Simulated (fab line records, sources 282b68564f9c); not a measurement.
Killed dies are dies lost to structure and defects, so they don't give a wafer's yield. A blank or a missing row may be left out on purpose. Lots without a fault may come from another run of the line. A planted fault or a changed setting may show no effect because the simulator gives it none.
fab line records | flow rit_cmos
record lots=15 wafers=45 last_day=7
route steps=202 shown PSD@152 SILICIDE@163 CONTACT@173 M1@202
lots that met no fault: from a run of the same line without faults
start_h: hours from the record's first day to the start of the lot's first wafer shown | wait_h: hours since the lot's step before | " the same as in the row above | L1.1+2: a row that stands for several wafers | - no value, or no start given | * or withheld: withheld | < > ~ a bound
route shown NAME@n: a module of which the file shows steps, and the number in the route of the first | usual: mean/standard deviation of fault-free wafers | same: alike in all rows | chamber/n: place in a boat | sites: the reading at each site | _std_site: their standard deviation | _edge_site: outer sites' mean less inner sites' | radius_mm: how far each site lies from the wafer's centre | mask NAME#n: copy n | behind: the tool/chamber that last shaped the wafer | hold: why the lot was held/for how many hours/how that ended | device: the transistor (n, p or np) that didn't switch | end of line: the same wafers' tests at the end of the route | a step without rows: its recipe alone | killed: dies lost to structure and defects at the first sort, not the wafer's yield | map: a wafer's dies, x killed, . not, _ none there
set.NAME: the setting as run; set.NAME@STEP: as run at that earlier step | model.NAME: the simulator's own value behind a step, which no gauge read
steps of the route over a sample of lots; a table a step, a row a wafer
services: from which hour (start_h, from the record's first day; less than 0 if before it) a tool's chamber was out of use, for how many hours, and why
## steps
# step RIT_PSD_TW_MEAS_10
# usual PSD_TW=3406/18
# columns lot.wafer tool chamber start_h wait_h PSD_TW
L315.1 film_metro-01 - 51.94 0.1 3441
L315.4 " - " " 3421
L315.5 " - " " 3419
L316.1 film_metro-04 - 58.87 0.1 3391
L316.2 " - " " 3393
L316.4 " - " " 3410
L317.2 film_metro-04 - 64.47 0.1 3386
L317.3 " - " " 3388
L317.4 " - " " 3403
L318.4 film_metro-04 - 66.83 0.1 3391
L318.5 " - " " 3374
L318.6 " - " " 3387
L319.1 film_metro-01 - 71.52 0.1 3413
L319.3 " - " " 3407
L319.6 " - " " 3406
L320.3 film_metro-02 - 78.42 0.1 3417
L320.4 " - " " 3380
L320.5 " - " " 3408
L321.3 film_metro-04 - 82.32 0.1 3402
L321.4 " - " " 3396
L321.6 " - " " 3389
L322.1 film_metro-02 - 92.85 0.1 3409
L322.2 " - " " 3408
L322.5 " - " " 3431
L327.1 film_metro-01 - 130.06 0.1 3405
L327.3 " - " " 3396
L327.6 " - " " 3391
L330.1 film_metro-02 - 140.66 0.1 3445
L330.3 " - " " 3411
L330.5 " - " " 3427
L329.2 film_metro-01 - 141.70 0.1 3414
L329.3 " - " " 3394
L329.4 " - " " 3409
L333.3 film_metro-04 - 157.22 0.1 3380
L333.5 " - " " 3367
L333.6 " - " " 3370
L335.2 film_metro-02 - 164.14 0.1 3430
L335.5 " - " " 3446
L335.6 " - " " 3434
L336.2 film_metro-02 - 165.80 0.1 3423
L336.4 " - " " 3417
L336.6 " - " " 3418
L338.1 film_metro-02 - 169.52 0.1 3420
L338.4 " - " " 3427
L338.6 " - " " 3414
# step RIT_SILICIDE_RS_MEAS_02
# recipe thk_meas_gauge=four-point-probe reads=Ti_of_SILICIDE_SPUTTER_01
# usual SILICIDE_TI_RS=50.1/0.67
# columns lot.wafer tool chamber start_h wait_h SILICIDE_TI_RS[ohm/sq]
L315.1 film_metro-02 - 53.07 0.1 50.0
L315.4 " - " " 51.5
L315.5 " - " " 50.2
L316.1 film_metro-02 - 60.03 0.1 49.6
L316.2 " - " " 50.1
L316.4 " - " " 50.0
L317.2 film_metro-02 - 65.68 0.1 49.7
L317.3 " - " " 49.0
L317.4 " - " " 49.8
L318.4 film_metro-02 - 68.02 0.1 50.2
L318.5 " - " " 50.6
L318.6 " - " " 49.9
L319.1 film_metro-03 - 72.66 0.1 50.9
L319.3 " - " " 49.7
L319.6 " - " " 50.1
L320.3 film_metro-01 - 79.58 0.1 50.0
L320.4 " - " " 50.0
L320.5 " - " " 49.3
L321.3 film_metro-01 - 83.47 0.1 50.6
L321.4 " - " " 50.4
L321.6 " - " " 51.4
L322.1 film_metro-02 - 94.01 0.1 49.0
L322.2 " - " " 49.2
L322.5 " - " " 50.2
L327.1 film_metro-01 - 131.18 0.1 50.4
L327.3 " - " " 50.6
L327.6 " - " " 51.1
L330.1 film_metro-02 - 141.79 0.1 49.5
L330.3 " - " " 49.1
L330.5 " - " " 49.4
L329.2 film_metro-03 - 142.84 0.1 51.2
L329.3 " - " " 49.4
L329.4 " - " " 50.4
L333.3 film_metro-03 - 158.37 0.1 50.5
L333.5 " - " " 50.5
L333.6 " - " " 50.2
L335.2 film_metro-02 - 165.28 0.1 49.7
L335.5 " - " " 50.3
L335.6 " - " " 49.7
L336.2 film_metro-01 - 166.96 0.1 51.1
L336.4 " - " " 50.0
L336.6 " - " " 50.3
L338.1 film_metro-01 - 170.68 0.1 50.3
L338.4 " - " " 50.0
L338.6 " - " " 50.2
# step RIT_SILICIDE_THK_MEAS_03
# recipe thk_meas_gauge=xrf reads=Ti_of_SILICIDE_SPUTTER_01
# usual SILICIDE_TI_THK=28.2/0.33
# columns lot.wafer tool chamber start_h wait_h SILICIDE_TI_THK[nm]
L315.1 film_metro-02 - 53.19 0.1 28.2
L315.4 " - " " 27.5
L315.5 " - " " 28.0
L316.1 film_metro-02 - 60.15 0.1 28.5
L316.2 " - " " 28.1
L316.4 " - " " 28.2
L317.2 film_metro-02 - 65.79 0.1 28.3
L317.3 " - " " 28.8
L317.4 " - " " 28.5
L318.4 film_metro-02 - 68.11 0.1 28.2
L318.5 " - " " 27.9
L318.6 " - " " 28.2
L319.1 film_metro-03 - 72.78 0.1 27.7
L319.3 " - " " 28.1
L319.6 " - " " 27.9
L320.3 film_metro-01 - 79.68 0.1 28.3
L320.4 " - " " 28.5
L320.5 " - " " 28.8
L321.3 film_metro-01 - 83.57 0.1 28.2
L321.4 " - " " 28.2
L321.6 " - " " 27.8
L322.1 film_metro-02 - 94.13 0.1 28.5
L322.2 " - " " 28.3
L322.5 " - " " 27.9
L327.1 film_metro-01 - 131.30 0.1 28.2
L327.3 " - " " 28.2
L327.6 " - " " 27.8
L330.1 film_metro-02 - 141.91 0.1 28.2
L330.3 " - " " 28.6
L330.5 " - " " 28.3
L329.2 film_metro-03 - 142.95 0.1 27.6
L329.3 " - " " 28.2
L329.4 " - " " 27.8
L333.3 film_metro-03 - 158.47 0.1 27.8
L333.5 " - " " 27.9
L333.6 " - " " 27.8
L335.2 film_metro-02 - 165.39 0.1 28.2
L335.5 " - " " 28.0
L335.6 " - " " 28.2
L336.2 film_metro-01 - 167.07 0.1 27.8
L336.4 " - " " 28.4
L336.6 " - " " 28.3
L338.1 film_metro-01 - 170.80 0.1 28.4
L338.4 " - " " 28.4
L338.6 " - " " 28.4
# step RIT_CONTACT_EXPOSE_05
# recipe mask_id=M11 na=0.6 source_shape=conventional sigma_outer=0.5 target_cd_nm=1000 dose_mj=250
# columns lot.wafer tool chamber start_h wait_h mask
L315.1+4+5 iline_stepper-01 0 54.11 0.2 M11#0
L316.1+2+4 iline_stepper-02 0 61.07 0.2 M11#0
L317.2+3+4 iline_stepper-01 0 66.74 0.2 M11#0
L318.4+5+6 iline_stepper-02 0 69.07 0.2 M11#0
L319.1+3+6 iline_stepper-01 0 73.71 0.2 M11#0
L320.3+4+5 iline_stepper-01 0 80.50 0.1 M11#0
L321.3+4+6 iline_stepper-01 0 84.42 0.1 M11#0
L322.1+2+5 iline_stepper-01 0 95.13 0.1 M11#0
L327.1+3+6 iline_stepper-02 0 132.25 0.2 M11#0
L330.1+3+5 iline_stepper-02 0 142.83 0.2 M11#0
L329.2+3+4 iline_stepper-02 0 143.82 0.1 M11#0
L333.3+5+6 iline_stepper-01 0 159.41 0.2 M11#0
L335.2+5+6 iline_stepper-01 0 166.34 0.3 M11#0
L336.2+4+6 iline_stepper-01 0 167.87 0.1 M11#0
L338.1+4+6 iline_stepper-01 0 171.60 0.1 M11#0
# step RIT_CONTACT_OVL_MEAS_09
# usual CONTACT_OVL=-0.5/1.6
# columns lot.wafer tool chamber start_h wait_h CONTACT_OVL[nm]
L315.1 overlay-01 - 54.74 0.1 -1.7
L315.4 " - " " -2.5
L315.5 " - " " -2.0
L316.1 overlay-02 - 61.71 0.1 -0.9
L316.2 " - " " 0.3
L316.4 " - " " 0.0
L317.2 overlay-02 - 67.37 0.1 -0.7
L317.3 " - " " -3.3
L317.4 " - " " -3.4
L318.4 overlay-02 - 69.66 0.1 0.9
L318.5 " - " " 1.5
L318.6 " - " " 0.6
L319.1 overlay-01 - 74.34 0.1 1.1
L319.3 " - " " 0.5
L319.6 " - " " 0.8
L320.3 overlay-01 - 81.11 0.1 0.1
L320.4 " - " " 2.2
L320.5 " - " " 0.3
L321.3 overlay-01 - 85.03 0.1 -0.7
L321.4 " - " " -1.0
L321.6 " - " " -1.4
L322.1 overlay-01 - 95.77 0.1 -1.4
L322.2 " - " " -2.1
L322.5 " - " " 0.1
L327.1 overlay-01 - 132.88 0.1 238.2
L327.3 " - " " 239.2
L327.6 " - " " 237.2
L330.1 overlay-01 - 143.47 0.1 238.0
L330.3 " - " " 237.1
L330.5 " - " " 237.7
L329.2 overlay-02 - 144.44 0.1 239.3
L329.3 " - " " 240.9
L329.4 " - " " 239.4
L333.3 overlay-02 - 160.02 0.1 1.1
L333.5 " - " " -0.7
L333.6 " - " " -1.6
L335.2 overlay-02 - 166.96 0.1 -0.5
L335.5 " - " " 1.4
L335.6 " - " " 0.6
L336.2 overlay-01 - 168.50 0.1 1.5
L336.4 " - " " 2.1
L336.6 " - " " 2.7
L338.1 overlay-02 - 172.23 0.1 -0.7
L338.4 " - " " -2.1
L338.6 " - " " -2.1
# step RIT_M1_PROBE_99
# usual killed_at_M0_to_M3=0.0/0.12 killed_at_contacts=0.1/0.23 killed_at_front_end=6.6/2.9 killed_dies=6.7/3 killed_open=3.5/2.1 killed_short=3.2/1.8
# same gross_dies=264 killed_at_M4_up=0 killed_at_back_side=0 killed_at_other=0
# columns lot.wafer tool chamber start_h wait_h killed_at_M0_to_M3 killed_at_contacts killed_at_front_end killed_dies killed_open killed_short
L315.1 prober-02 - 61.20 0.1 0 0 8 8 4 4
L315.4 prober-02 - 61.35 0.2 0 0 7 7 2 5
L315.5 prober-02 - 61.40 0.2 0 0 7 7 3 4
L316.1 prober-01 - 66.89 0.1 0 1 10 11 5 6
L316.2 prober-01 - 66.94 0.1 0 0 10 10 3 7
L316.4 prober-01 - 67.04 0.2 0 0 9 9 3 6
L317.2 prober-02 - 72.61 0.1 0 0 1 1 0 1
L317.3 prober-02 - 72.66 0.2 0 0 8 8 4 4
L317.4 prober-02 - 72.71 0.2 0 0 4 4 2 2
L318.4 prober-01 - 74.88 0.2 0 0 2 2 0 2
L318.5 prober-01 - 74.93 0.2 0 0 9 9 6 3
L318.6 prober-01 - 74.98 0.2 0 1 9 10 5 5
L319.1 prober-01 - 79.51 0.1 0 0 11 11 6 5
L319.3 prober-01 - 79.61 0.2 1 0 8 9 6 3
L319.6 prober-01 - 79.76 0.2 0 0 10 10 5 5
L320.3 prober-02 - 86.36 0.2 0 0 7 7 5 2
L320.4 prober-02 - 86.41 0.2 0 0 3 3 1 2
L320.5 prober-02 - 86.46 0.2 0 0 5 5 3 2
L321.3 prober-01 - 90.29 0.2 0 0 5 5 2 3
L321.4 prober-01 - 90.34 0.2 0 0 8 8 7 1
L321.6 prober-01 - 90.44 0.2 0 0 11 11 4 7
L322.1 prober-02 - 100.83 0.1 0 0 10 10 8 2
L322.2 prober-02 - 100.88 0.1 0 0 5 5 4 1
L322.5 prober-02 - 101.03 0.2 0 0 5 5 3 2
L327.1 prober-02 - 138.05 0.1 0 0 1 1 0 1
L327.3 prober-02 - 138.15 0.2 0 0 6 6 4 2
L327.6 prober-02 - 138.30 0.2 0 0 6 6 3 3
L330.1 prober-02 - 148.68 0.1 0 0 0 0 0 0
L330.3 prober-02 - 148.78 0.2 0 0 4 4 1 3
L330.5 prober-02 - 148.88 0.2 0 0 3 3 2 1
L329.2 prober-01 - 150.23 0.1 0 0 12 12 5 7
L329.3 prober-01 - 150.28 0.2 0 0 6 6 5 1
L329.4 prober-01 - 150.33 0.2 0 0 10 10 2 8
L335.2 prober-01 - 172.71 0.1 0 0 7 7 4 3
L335.5 prober-01 - 172.86 0.2 0 0 7 7 2 5
L335.6 prober-01 - 172.91 0.2 0 0 8 8 3 5
L333.3 prober-02 - 172.76 0.2 0 0 12 12 7 5
L333.5 prober-02 - 172.86 0.2 0 1 10 11 8 3
L333.6 prober-02 - 172.91 0.2 0 0 9 9 3 6
L336.2 prober-01 - 174.21 0.1 0 1 11 12 5 7
L336.4 prober-01 - 174.31 0.2 0 0 6 6 2 4
L336.6 prober-01 - 174.41 0.2 0 1 5 6 2 4
L338.1 prober-02 - 177.62 0.1 0 0 8 8 5 3
L338.4 prober-02 - 177.77 0.2 0 0 6 6 2 4
L338.6 prober-02 - 177.87 0.2 0 0 6 6 1 5
# killed by level:class
L315.1 FOX1:geometric_particle:short=3 GATE:geometric_particle:open=3 FOX2:geometric_particle:open=1 SPACER:geometric_particle:short=1
L315.4 FOX2:geometric_particle:short=2 FOX1:geometric_particle:short=1 REOX:geometric_particle:short=1 SPACER:geometric_particle:short=1 SPACER:geometric_particle:open=1 SILICIDE:geometric_particle:open=1
L315.5 REOX:geometric_particle:short=2 SPACER:geometric_particle:open=2 SPACER:geometric_particle:short=1 SILICIDE:geometric_particle:open=1 SILICIDE:geometric_particle:short=1
L316.1 REOX:geometric_particle:short=3 REOX:geometric_particle:open=2 SILICIDE:geometric_particle:open=2 SILICIDE:geometric_particle:short=2 GATE:geometric_particle:short=1 CONTACT:geometric_particle:open=1
L316.2 GATE:geometric_particle:short=4 REOX:geometric_particle:short=2 REOX:geometric_particle:open=2 FOX1:geometric_particle:short=1 GATE:geometric_particle:open=1
L316.4 FOX1:geometric_particle:short=2 SPACER:geometric_particle:short=2 SILICIDE:geometric_particle:short=2 GATE:geometric_particle:open=1 SPACER:geometric_particle:open=1 SILICIDE:geometric_particle:open=1
L317.2 FOX1:geometric_particle:short=1
L317.3 SPACER:geometric_particle:open=3 GATE:geometric_particle:short=2 FOX2:geometric_particle:short=1 FOX2:geometric_particle:open=1 SPACER:geometric_particle:short=1
L317.4 FOX2:geometric_particle:open=1 FOX2:geometric_particle:short=1 GATE:geometric_particle:open=1 SPACER:geometric_particle:short=1
L318.4 FOX2:geometric_particle:short=1 SPACER:geometric_particle:short=1
L318.5 SILICIDE:geometric_particle:open=3 FOX1:geometric_particle:open=2 FOX1:geometric_particle:short=1 GATE:geometric_particle:open=1 GATE:geometric_particle:short=1 SILICIDE:geometric_particle:short=1
L318.6 GATE:geometric_particle:open=2 GATE:geometric_particle:short=2 FOX1:geometric_particle:open=1 FOX2:geometric_particle:open=1 SPACER:geometric_particle:short=1 SPACER:geometric_particle:open=1 SILICIDE:geometric_particle:short=1 CONTACT:geometric_particle:short=1
L319.1 SILICIDE:geometric_particle:open=3 SPACER:geometric_particle:open=2 FOX1:geometric_particle:short=1 FOX1:geometric_particle:open=1 FOX2:geometric_particle:short=1 GATE:geometric_particle:short=1 REOX:geometric_particle:short=1 SILICIDE:geometric_particle:short=1
L319.3 REOX:geometric_particle:open=2 SPACER:geometric_particle:open=2 SILICIDE:geometric_particle:open=2 GATE:geometric_particle:short=1 SPACER:geometric_particle:short=1 M1:geometric_particle:short=1
L319.6 GATE:geometric_particle:short=4 SPACER:geometric_particle:open=2 GATE:geometric_particle:open=1 REOX:geometric_particle:open=1 SPACER:geometric_particle:short=1 SILICIDE:geometric_particle:open=1
L320.3 GATE:geometric_particle:open=4 GATE:geometric_particle:short=1 REOX:geometric_particle:short=1 REOX:geometric_particle:open=1
L320.4 FOX2:geometric_particle:short=1 GATE:geometric_particle:short=1 GATE:geometric_particle:open=1
L320.5 FOX2:geometric_particle:open=1 GATE:geometric_particle:open=1 GATE:geometric_particle:short=1 REOX:geometric_particle:open=1 SPACER:geometric_particle:short=1
L321.3 FOX2:geometric_particle:open=1 FOX2:geometric_particle:short=1 REOX:geometric_particle:open=1 REOX:geometric_particle:short=1 SPACER:geometric_particle:short=1
L321.4 GATE:geometric_particle:open=3 FOX2:geometric_particle:open=1 REOX:geometric_particle:open=1 SPACER:geometric_particle:short=1 SPACER:geometric_particle:open=1 SILICIDE:geometric_particle:open=1
L321.6 SPACER:geometric_particle:short=4 REOX:geometric_particle:open=2 FOX2:geometric_particle:short=1 GATE:geometric_particle:open=1 REOX:geometric_particle:short=1 SILICIDE:geometric_particle:open=1 SILICIDE:geometric_particle:short=1
L322.1 GATE:geometric_particle:open=3 REOX:geometric_particle:open=3 ACTIVE:geometric_particle:open=1 FOX2:geometric_particle:open=1 GATE:geometric_particle:short=1 REOX:geometric_particle:short=1
L322.2 FOX2:geometric_particle:open=2 GATE:geometric_particle:open=1 SPACER:geometric_particle:open=1 SILICIDE:geometric_particle:short=1
L322.5 GATE:geometric_particle:open=3 FOX1:geometric_particle:short=1 SILICIDE:geometric_particle:short=1
L327.1 REOX:geometric_particle:short=1
L327.3 GATE:geometric_particle:open=2 SILICIDE:geometric_particle:open=2 GATE:geometric_particle:short=1 SILICIDE:geometric_particle:short=1
L327.6 FOX2:geometric_particle:open=2 FOX1:geometric_particle:short=1 FOX1:geometric_particle:open=1 GATE:geometric_particle:short=1 SILICIDE:geometric_particle:short=1
L330.1
L330.3 GATE:geometric_particle:short=2 FOX1:geometric_particle:short=1 FOX2:geometric_particle:open=1
L330.5 GATE:geometric_particle:short=1 GATE:geometric_particle:open=1 SILICIDE:geometric_particle:open=1
L329.2 GATE:geometric_particle:open=4 REOX:geometric_particle:short=3 SPACER:geometric_particle:short=2 FOX1:geometric_particle:open=1 GATE:geometric_particle:short=1 SILICIDE:geometric_particle:short=1
L329.3 GATE:geometric_particle:open=3 FOX1:geometric_particle:open=1 FOX1:geometric_particle:short=1 SILICIDE:geometric_particle:open=1
L329.4 REOX:geometric_particle:short=3 FOX2:geometric_particle:short=2 FOX1:geometric_particle:open=1 FOX1:geometric_particle:short=1 GATE:geometric_particle:short=1 GATE:geometric_particle:open=1 SPACER:geometric_particle:short=1
L335.2 FOX2:geometric_particle:short=2 FOX1:geometric_particle:open=1 FOX2:geometric_particle:open=1 REOX:geometric_particle:open=1 SPACER:geometric_particle:open=1 SILICIDE:geometric_particle:short=1
L333.3 GATE:geometric_particle:open=3 SILICIDE:geometric_particle:short=2 GATE:geometric_particle:short=2 REOX:geometric_particle:open=2 FOX1:geometric_particle:short=1 FOX2:geometric_particle:open=1 SILICIDE:geometric_particle:open=1
L333.5 GATE:geometric_particle:open=4 FOX1:geometric_particle:open=3 SILICIDE:geometric_particle:short=2 FOX1:geometric_particle:short=1 CONTACT:geometric_particle:open=1
L335.5 GATE:geometric_particle:short=2 ACTIVE:geometric_particle:open=1 FOX1:geometric_particle:open=1 FOX1:geometric_particle:short=1 FOX2:geometric_particle:short=1 REOX:geometric_particle:short=1
L333.6 FOX1:geometric_particle:short=2 GATE:geometric_particle:open=2 SILICIDE:geometric_particle:short=2 REOX:geometric_particle:short=1 SPACER:geometric_particle:short=1 SILICIDE:geometric_particle:open=1
L335.6 GATE:geometric_particle:open=2 GATE:geometric_particle:short=2 REOX:geometric_particle:short=2 FOX1:geometric_particle:short=1 FOX1:geometric_particle:open=1
L336.2 GATE:geometric_particle:short=3 GATE:geometric_particle:open=3 FOX1:geometric_particle:short=1 FOX1:geometric_particle:open=1 FOX2:geometric_particle:short=1 FOX2:geometric_particle:open=1 SPACER:geometric_particle:short=1 CONTACT:geometric_particle:short=1
L336.4 GATE:geometric_particle:short=2 FOX2:geometric_particle:short=1 GATE:geometric_particle:open=1 REOX:geometric_particle:short=1 SILICIDE:geometric_particle:open=1
L336.6 FOX1:geometric_particle:short=1 FOX2:geometric_particle:short=1 GATE:geometric_particle:short=1 REOX:geometric_particle:open=1 SILICIDE:geometric_particle:short=1 CONTACT:geometric_particle:open=1
L338.1 SILICIDE:geometric_particle:open=3 GATE:geometric_particle:open=2 GATE:geometric_particle:short=2 SILICIDE:geometric_particle:short=1
L338.4 GATE:geometric_particle:open=2 SILICIDE:geometric_particle:short=2 ACTIVE:geometric_particle:short=1 SPACER:geometric_particle:short=1
L338.6 SPACER:geometric_particle:short=3 GATE:geometric_particle:short=1 REOX:geometric_particle:open=1 SILICIDE:geometric_particle:short=1
## services
# columns tool chamber start_h hours kind
iline_stepper-01 - 57.30 1.7 pm
## key
first_sign step=RIT_CONTACT_OVL_MEAS_09 reading=CONTACT_OVL direction=up sigmas=99+ usual=-0.5 struck=238.5
effect none on later readings
met_at RIT_CONTACT_EXPOSE_05
struck_lots L327,L329,L330
tester_left_out L327,L329,L330
not_acting_at RIT_PSD_TW_MEAS_10,RIT_SILICIDE_RS_MEAS_02,RIT_SILICIDE_THK_MEAS_03
onset_between 69.07 132.25
fault kind=scanner_matching_overlay tool=iline_stepper-02 chamber=- onset_h=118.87 steps=RIT_CONTACT_EXPOSE_05 offset=240
# tester_left_out: of these lots the tester's yield and bins aren't shown, on N5 and GAA mostly nor the transistor test; their killed dies are dies lost to structure and defects alone, not to doping, threshold or leakage, so they don't give the yield
